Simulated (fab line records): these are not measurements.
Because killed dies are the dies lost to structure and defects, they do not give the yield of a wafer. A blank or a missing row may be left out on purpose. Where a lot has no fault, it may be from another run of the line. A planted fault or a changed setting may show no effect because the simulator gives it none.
Split-lot study	flow ritCmos	5 lots, 23 wafers read, on a route of 202 steps

ON THE SPLIT
At RIT_FOX2_OXIDATION_00 (target thk 350.7 nm, ox time 1130 s), the setting oxTimeS was moved away from the recipe's 1130 s on 10 of the 23 wafers read, by +13.5% to +13.8%. This setting was run at the recipe's value on the other wafers.

The reading comes from the split's own step.

THE READING
SiO2_of_FOX2_OXIDATION_00.thkNm (the simulator's own value, which no gauge read), in nm, at RIT_FOX2_OXIDATION_00 (target thk 350.7 nm, ox time 1130 s). No usual value for it is given in the file. Here, 13 wafers ran the recipe; their average is 355.5 nm with a standard deviation of 6.6 nm.

wafer	tool, chamber at the split	oxTimeS as run, s	against the recipe	SiO2_of_FOX2_OXIDATION_00.thkNm, nm	against lot-mates on the recipe
L076.1	-, -	1286	+13.8%	388.8	no lot-mate on the recipe
L076.3	-, -	1286	+13.8%	385.8	no lot-mate on the recipe
L076.4	-, -	1286	+13.8%	389.7	no lot-mate on the recipe
L076.5	-, -	1286	+13.8%	388.5	no lot-mate on the recipe
L076.6	-, -	1286	+13.8%	385.3	no lot-mate on the recipe
L077.1	-, -	1130	recipe	355.5	-
L077.2	-, -	1130	recipe	358.8	-
L077.3	-, -	1130	recipe	360	-
L077.5	-, -	1130	recipe	359.2	-
L077.6	-, -	1130	recipe	357.6	-
L078.1	furnace-04, 0	1130	recipe	361.2	-
L078.2	furnace-04, 0	1130	recipe	365	-
L078.3	furnace-04, 0	1130	recipe	361.3	-
L082.2	-, -	1283	+13.5%	377.5	no lot-mate on the recipe
L082.3	-, -	1283	+13.5%	378.8	no lot-mate on the recipe
L082.4	-, -	1283	+13.5%	381	no lot-mate on the recipe
L082.5	-, -	1283	+13.5%	378	no lot-mate on the recipe
L082.6	-, -	1283	+13.5%	379.7	no lot-mate on the recipe
L084.1	-, -	1130	recipe	348.9	-
L084.3	-, -	1130	recipe	341.3	-
L084.4	-, -	1130	recipe	345	-
L084.5	-, -	1130	recipe	353.8	-
L084.6	-, -	1130	recipe	353.4	-

THE FIT
A straight line over all 23 wafers: SiO2_of_FOX2_OXIDATION_00.thkNm changes by +2.04 nm for each +1% of oxTimeS; r = +0.92; the points scatter about the line by 6 nm.
Too few moved wafers have a lot-mate on the recipe to fit a line with each lot's own level taken away.

FILE'S OWN FIT
SiO2_of_FOX2_OXIDATION_00.thkNm changes by +2.04 nm for each +1% of oxTimeS, r = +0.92.
